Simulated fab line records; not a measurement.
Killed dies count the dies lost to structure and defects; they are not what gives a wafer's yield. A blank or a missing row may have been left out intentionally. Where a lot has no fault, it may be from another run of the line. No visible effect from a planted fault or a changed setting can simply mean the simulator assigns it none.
Lot-split experiment	flow berkeley-cmos170	route with 331 steps; 5 lots, 23 wafers read

## ABOUT THE SPLIT
At UCB170_ACTIVE_OXIDATION_02 (target thk 26.4 nm, ox time 1260 s), the setting temp-c was moved away from the recipe's 1000 C on 20 of the 23 wafers read, by -1.0% to +2.3%. The other wafers ran this setting at the recipe's value.

The file shows no step between the split and the reading.

## THE READING
ACTIVE_OXIDE_THK (nm), taken at UCB170_ACTIVE_THK_MEAS_03. On this fab line, fault-free wafers typically give 26.4 nm with a standard deviation of 0.39 nm.

wafer	tool, chamber at the split	temp-c as run, C	against the recipe	ACTIVE_OXIDE_THK, nm	against lot-mates on the recipe
L074.2	-, -	1015	+1.5%	31.0	no lot-mate on the recipe
L074.3	-, -	1015	+1.5%	30.9	no lot-mate on the recipe
L074.4	-, -	1015	+1.5%	31.1	no lot-mate on the recipe
L074.5	-, -	1015	+1.5%	30.5	no lot-mate on the recipe
L074.6	-, -	1015	+1.5%	30.6	no lot-mate on the recipe
L079.1	-, -	991.9	-0.8%	24.9	no lot-mate on the recipe
L079.2	-, -	991.9	-0.8%	24.4	no lot-mate on the recipe
L079.3	-, -	991.9	-0.8%	24.4	no lot-mate on the recipe
L079.5	-, -	991.9	-0.8%	24.2	no lot-mate on the recipe
L079.6	-, -	991.9	-0.8%	25.0	no lot-mate on the recipe
L080.1	furnace-01, 0	1000	recipe	25.6	-
L080.5	furnace-01, 0	1000	recipe	25.8	-
L080.6	furnace-01, 0	1000	recipe	25.8	-
L082.1	-, -	990.2	-1.0%	23.5	no lot-mate on the recipe
L082.2	-, -	990.2	-1.0%	23.5	no lot-mate on the recipe
L082.3	-, -	990.2	-1.0%	23.5	no lot-mate on the recipe
L082.5	-, -	990.2	-1.0%	23.7	no lot-mate on the recipe
L082.6	-, -	990.2	-1.0%	24.1	no lot-mate on the recipe
L084.1	-, -	1023	+2.3%	31.4	no lot-mate on the recipe
L084.2	-, -	1023	+2.3%	31.7	no lot-mate on the recipe
L084.3	-, -	1023	+2.3%	31.9	no lot-mate on the recipe
L084.4	-, -	1023	+2.3%	31.7	no lot-mate on the recipe
L084.6	-, -	1023	+2.3%	32.2	no lot-mate on the recipe

THE FIT
A straight line over all 23 wafers: ACTIVE_OXIDE_THK changes by +2.54 nm for each +1% of temp-c; r = +0.99; the points scatter about the line by 0.54 nm.
Too few moved wafers have a lot-mate on the recipe to fit a line with each lot's own level taken away.

## THE WHOLE CHAIN: every reading that the file lists as answering this split, in the file's order
step	what it does	reading	change (the file's fit)	r (the file's)
UCB170_ACTIVE_OXIDATION_02	target thk 26.4 nm, ox time 1260 s	SiO2_of_ACTIVE_OXIDATION_02.thk-nm (the simulator's own value, which no gauge read)	+2.55 nm for each +1% of the setting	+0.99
UCB170_ACTIVE_THK_MEAS_03		ACTIVE_OXIDE_THK	+2.55 for each +1% of the setting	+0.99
UCB170_FIELD_CLEAN_00	cleans in dHF, time 7.5 s	SiO2_of_ACTIVE_OXIDATION_02.thk-nm (the simulator's own value, which no gauge read)	+2.56 nm for each +1% of the setting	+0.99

## THE FILE'S OWN FIT
ACTIVE_OXIDE_THK changes by +2.55 nm for each +1% of temp-c, r = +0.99.
